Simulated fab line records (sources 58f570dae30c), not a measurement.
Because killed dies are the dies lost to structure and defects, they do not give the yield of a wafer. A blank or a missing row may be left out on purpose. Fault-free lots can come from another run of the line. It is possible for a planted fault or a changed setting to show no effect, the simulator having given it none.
Which tool was responsible? / flow berkeley_cmos170 / 42 wafers from 14 lots sampled at 5 of the route's 331 steps

## WHAT THE GAUGES SHOWED, per wafer
UCB170_START_THK_MEAS_03.
lot=L144; measured=day 1 16:37; on=film_metro-01; START_OXIDE_THK (nm)=20.6 20.4 20.2
lot=L145; measured=day 1 20:43; on=film_metro-03; START_OXIDE_THK (nm)=20.0 20.3 19.6
lot=L146; measured=day 2 02:02; on=film_metro-02; START_OXIDE_THK (nm)=20.4 20.2 19.6
lot=L147; measured=day 2 06:31; on=film_metro-03; START_OXIDE_THK (nm)=19.4 19.3 19.7
lot=L148; measured=day 2 10:32; on=film_metro-03; START_OXIDE_THK (nm)=20.1 19.8 19.7
lot=L150; measured=day 2 17:48; on=film_metro-03; START_OXIDE_THK (nm)=20.0 19.9 19.7
lot=L151; measured=day 3 03:28; on=film_metro-03; START_OXIDE_THK (nm)=20.0 20.0 19.9
lot=L152; measured=day 3 06:38; on=film_metro-03; START_OXIDE_THK (nm)=20.1 20.3 20.2
lot=L153; measured=day 3 11:56; on=film_metro-02; START_OXIDE_THK (nm)=20.2 20.0 20.1
lot=L155; measured=day 3 21:47; on=film_metro-02; START_OXIDE_THK (nm)=20.4 20.1 20.4
lot=L161; measured=day 5 01:16; on=film_metro-01; START_OXIDE_THK (nm)=20.5 20.2 20.1
lot=L162; measured=day 5 11:30; on=film_metro-02; START_OXIDE_THK (nm)=19.8 19.5 20.0
lot=L165; measured=day 5 21:23; on=film_metro-02; START_OXIDE_THK (nm)=19.4 19.2 19.5
lot=L167; measured=day 6 11:25; on=film_metro-01; START_OXIDE_THK (nm)=19.8 20.0 19.9

UCB170_NWELL_TW_MEAS_16.
lot=L144; measured=day 2 12:25; on=film_metro-02; NWELL_TW=1244 1246 1244
lot=L145; measured=day 2 12:38; on=film_metro-04; NWELL_TW=1229 1223 1238
lot=L146; measured=day 2 21:48; on=film_metro-02; NWELL_TW=1247 1239 1246
lot=L147; measured=day 3 04:34; on=film_metro-03; NWELL_TW=1221 1225 1231
lot=L148; measured=day 3 04:44; on=film_metro-04; NWELL_TW=1232 1235 1239
lot=L150; measured=day 3 14:20; on=film_metro-02; NWELL_TW=1245 1245 1252
lot=L151; measured=day 3 23:04; on=film_metro-04; NWELL_TW=1237 1237 1231
lot=L152; measured=day 3 22:47; on=film_metro-02; NWELL_TW=1247 1255 1253
lot=L153; measured=day 4 10:47; on=film_metro-04; NWELL_TW=1195 1194 1199
lot=L155; measured=day 4 18:16; on=film_metro-03; NWELL_TW=1208 1210 1209
lot=L161; measured=day 6 01:04; on=film_metro-03; NWELL_TW=1238 1237 1230
lot=L162; measured=day 6 09:28; on=film_metro-04; NWELL_TW=1230 1228 1225
lot=L165; measured=day 6 16:34; on=film_metro-02; NWELL_TW=1247 1257 1255
lot=L167; measured=day 7 04:14; on=film_metro-04; NWELL_TW=1238 1237 1240

UCB170_ACTIVE_CD_MEAS_13: the cd target is 1200 nm.
lot=L144; measured=day 4 19:41; on=cd_sem-02; cd_nm (nm)=1200.7 1201.8 1201.4
lot=L145; measured=day 4 19:20; on=cd_sem-01; cd_nm (nm)=1197.9 1198.0 1198.3
lot=L146; measured=day 5 05:58; on=cd_sem-01; cd_nm (nm)=1200.1 1199.1 1199.5
lot=L147; measured=day 5 06:20; on=cd_sem-02; cd_nm (nm)=1198.1 1198.1 1199.8
lot=L148; measured=day 5 06:05; on=cd_sem-02; cd_nm (nm)=1201.7 1201.4 1202.0
lot=L150; measured=day 5 23:33; on=cd_sem-01; cd_nm (nm)=1200.8 1201.0 1200.4
lot=L151; measured=day 5 23:21; on=cd_sem-02; cd_nm (nm)=1200.5 1200.6 1201.6
lot=L152; measured=day 6 09:20; on=cd_sem-02; cd_nm (nm)=1201.9 1201.0 1203.3
lot=L153; measured=day 6 12:46; on=cd_sem-02; cd_nm (nm)=1201.3 1200.0 1199.1
lot=L155; measured=day 7 01:19; on=cd_sem-01; cd_nm (nm)=1202.6 1199.9 1200.0
lot=L161; measured=day 8 20:42; on=cd_sem-02; cd_nm (nm)=1203.1 1202.9 1203.7
lot=L162; measured=day 9 05:17; on=cd_sem-02; cd_nm (nm)=1200.7 1200.6 1200.8
lot=L165; measured=day 9 05:13; on=cd_sem-01; cd_nm (nm)=1201.0 1200.3 1201.1
lot=L167; measured=day 9 17:05; on=cd_sem-01; cd_nm (nm)=1197.9 1196.7 1197.1

## TOOL THAT RAN EACH LOT (tool first, then ch and the chambers of the sampled wafers, then the start)
lot=L144; UCB170_NWELL_IMPLANT_14=implanter-01 ch 0, day 2 12:11; UCB170_PWELL_ETCH_14=rie_diel-04 ch 2,3, day 3 06:35
lot=L145; UCB170_NWELL_IMPLANT_14=implanter-03 ch 0, day 2 12:23; UCB170_PWELL_ETCH_14=rie_diel-01 ch 2,3, day 3 06:31
lot=L146; UCB170_NWELL_IMPLANT_14=implanter-02 ch 0, day 2 21:33; UCB170_PWELL_ETCH_14=rie_diel-01 ch 0,2,3, day 3 16:25
lot=L147; UCB170_NWELL_IMPLANT_14=implanter-03 ch 0, day 3 04:20; UCB170_PWELL_ETCH_14=rie_diel-04 ch 0,1,2, day 4 00:05
lot=L148; UCB170_NWELL_IMPLANT_14=implanter-01 ch 0, day 3 04:29; UCB170_PWELL_ETCH_14=rie_diel-01 ch 1,2,3, day 4 00:05
lot=L150; UCB170_NWELL_IMPLANT_14=implanter-01 ch 0, day 3 14:05; UCB170_PWELL_ETCH_14=rie_diel-04 ch 0,2, day 4 11:41
lot=L151; UCB170_NWELL_IMPLANT_14=implanter-02 ch 0, day 3 22:50; UCB170_PWELL_ETCH_14=rie_diel-01 ch 0,1, day 4 19:38
lot=L152; UCB170_NWELL_IMPLANT_14=implanter-03 ch 0, day 3 22:34; UCB170_PWELL_ETCH_14=rie_diel-02 ch 0,2,3, day 4 19:50
lot=L153; UCB170_NWELL_IMPLANT_14=implanter-01 ch 0, day 4 10:34; UCB170_PWELL_ETCH_14=rie_diel-01 ch 0,3, day 5 04:45
lot=L155; UCB170_NWELL_IMPLANT_14=implanter-01 ch 0, day 4 18:02; UCB170_PWELL_ETCH_14=rie_diel-01 ch 0,2,3, day 5 15:48
lot=L161; UCB170_NWELL_IMPLANT_14=implanter-03 ch 0, day 6 00:49; UCB170_PWELL_ETCH_14=rie_diel-02 ch 0,1,3, day 6 23:26
lot=L162; UCB170_NWELL_IMPLANT_14=implanter-03 ch 0, day 6 09:09; UCB170_PWELL_ETCH_14=rie_diel-04 ch 1,2,3, day 7 04:03
lot=L165; UCB170_NWELL_IMPLANT_14=implanter-02 ch 0, day 6 16:21; UCB170_PWELL_ETCH_14=rie_diel-04 ch 1,2, day 7 09:17
lot=L167; UCB170_NWELL_IMPLANT_14=implanter-01 ch 0, day 7 03:58; UCB170_PWELL_ETCH_14=rie_diel-02 ch 1,3, day 7 23:28
- UCB170_NWELL_IMPLANT_14
- UCB170_PWELL_ETCH_14: etches Si3N4 in CH3F/Ar/O2, stops on SiO2, target depth 242 nm, time 151 s.

## AS READ BY THE TOOLS THEMSELVES (means over the sampled wafers that have a number; for cases with no such wafer, the mark the record gives instead)
UCB170_NWELL_IMPLANT_14.
lot=L144 tool=implanter-01 dose_ions_cm2=1.000e+13 faraday_current_uA=32.0
lot=L145 tool=implanter-03 dose_ions_cm2=1.001e+13 faraday_current_uA=32.4
lot=L146 tool=implanter-02 dose_ions_cm2=9.995e+12 faraday_current_uA=31.8
lot=L147 tool=implanter-03 dose_ions_cm2=1.002e+13 faraday_current_uA=32.1
lot=L148 tool=implanter-01 dose_ions_cm2=1.001e+13 faraday_current_uA=31.4
lot=L150 tool=implanter-01 dose_ions_cm2=9.999e+12 faraday_current_uA=31.8
lot=L151 tool=implanter-02 dose_ions_cm2=9.998e+12 faraday_current_uA=31.3
lot=L152 tool=implanter-03 dose_ions_cm2=9.996e+12 faraday_current_uA=31.3
lot=L153 tool=implanter-01 dose_ions_cm2=9.190e+12 faraday_current_uA=29.7
lot=L155 tool=implanter-01 dose_ions_cm2=9.197e+12 faraday_current_uA=29.4
lot=L161 tool=implanter-03 dose_ions_cm2=9.985e+12 faraday_current_uA=31.1
lot=L162 tool=implanter-03 dose_ions_cm2=1.001e+13 faraday_current_uA=31.4
lot=L165 tool=implanter-02 dose_ions_cm2=9.992e+12 faraday_current_uA=31.1
lot=L167 tool=implanter-01 dose_ions_cm2=1.001e+13 faraday_current_uA=31.8

UCB170_PWELL_ETCH_14.
lot=L144; tool=rie_diel-04; drypump_motor_current_A (A)=5.77; mfc_ar_sccm (sccm)=49.93; oes_product_au (a.u.)=0.956; throttle_valve_pct (%)=7.85
lot=L145; tool=rie_diel-01; drypump_motor_current_A (A)=5.65; mfc_ar_sccm (sccm)=50.13; oes_product_au (a.u.)=0.959; throttle_valve_pct (%)=8.23
lot=L146; tool=rie_diel-01; drypump_motor_current_A (A)=5.76; mfc_ar_sccm (sccm)=50.02; oes_product_au (a.u.)=0.942; throttle_valve_pct (%)=8.20
lot=L147; tool=rie_diel-04; drypump_motor_current_A (A)=5.51; mfc_ar_sccm (sccm)=50.03; oes_product_au (a.u.)=0.943; throttle_valve_pct (%)=7.92
lot=L148; tool=rie_diel-01; drypump_motor_current_A (A)=5.59; mfc_ar_sccm (sccm)=49.99; oes_product_au (a.u.)=0.959; throttle_valve_pct (%)=8.18
lot=L150; tool=rie_diel-04; drypump_motor_current_A (A)=5.52; mfc_ar_sccm (sccm)=50.03; oes_product_au (a.u.)=0.947; throttle_valve_pct (%)=8.02
lot=L151; tool=rie_diel-01; drypump_motor_current_A (A)=5.87; mfc_ar_sccm (sccm)=49.97; oes_product_au (a.u.)=0.949; throttle_valve_pct (%)=8.16
lot=L152; tool=rie_diel-02; drypump_motor_current_A (A)=5.91; mfc_ar_sccm (sccm)=50.12; oes_product_au (a.u.)=0.937; throttle_valve_pct (%)=8.06
lot=L153; tool=rie_diel-01; drypump_motor_current_A (A)=5.91; mfc_ar_sccm (sccm)=50.03; oes_product_au (a.u.)=0.949; throttle_valve_pct (%)=8.23
lot=L155; tool=rie_diel-01; drypump_motor_current_A (A)=5.75; mfc_ar_sccm (sccm)=50.03; oes_product_au (a.u.)=0.940; throttle_valve_pct (%)=8.21
lot=L161; tool=rie_diel-02; drypump_motor_current_A (A)=5.54; mfc_ar_sccm (sccm)=49.93; oes_product_au (a.u.)=0.930; throttle_valve_pct (%)=8.04
lot=L162; tool=rie_diel-04; drypump_motor_current_A (A)=5.66; mfc_ar_sccm (sccm)=50.00; oes_product_au (a.u.)=0.938; throttle_valve_pct (%)=7.84
lot=L165; tool=rie_diel-04; drypump_motor_current_A (A)=5.63; mfc_ar_sccm (sccm)=50.00; oes_product_au (a.u.)=0.954; throttle_valve_pct (%)=7.85
lot=L167; tool=rie_diel-02; drypump_motor_current_A (A)=5.27; mfc_ar_sccm (sccm)=49.95; oes_product_au (a.u.)=0.929; throttle_valve_pct (%)=8.00

## THE ANSWER, worked out from the rows above alone
Rule: usual is defined by the lots themselves. The widest of any qualifying gaps counts: lots, ordered by their means at a reading, are off when they make up no more than a third of the lots, leave a main group of 4 or more, and stand apart from it by 3 or more times the standard deviation of that group's means. Not used: any main group whose means are identical at the precision the tables above print for the reading. Also off: a lot with no number at a reading for which 4 or more lots have one. Where the step has rows for the other lots, those lots are counted as sound. The gauges are gone through in route order, then the tools' own readings, and for those a lot's mean is taken as printed above. At the first step where some lot is off, the reading lying furthest off is the one used; lots without a number count as furthest.
Off, at UCB170_NWELL_IMPLANT_14 on dose_ions_cm2: L153, L155. Mean 1.000e+13 and standard deviation 9.5e+09 in the main group.
A tool fits if, at that step or a process step before it, it ran every lot that is off, and no sound lot after the first of them. No candidate that was tried fits.

## WHAT THE SIMULATOR HAD INSERTED
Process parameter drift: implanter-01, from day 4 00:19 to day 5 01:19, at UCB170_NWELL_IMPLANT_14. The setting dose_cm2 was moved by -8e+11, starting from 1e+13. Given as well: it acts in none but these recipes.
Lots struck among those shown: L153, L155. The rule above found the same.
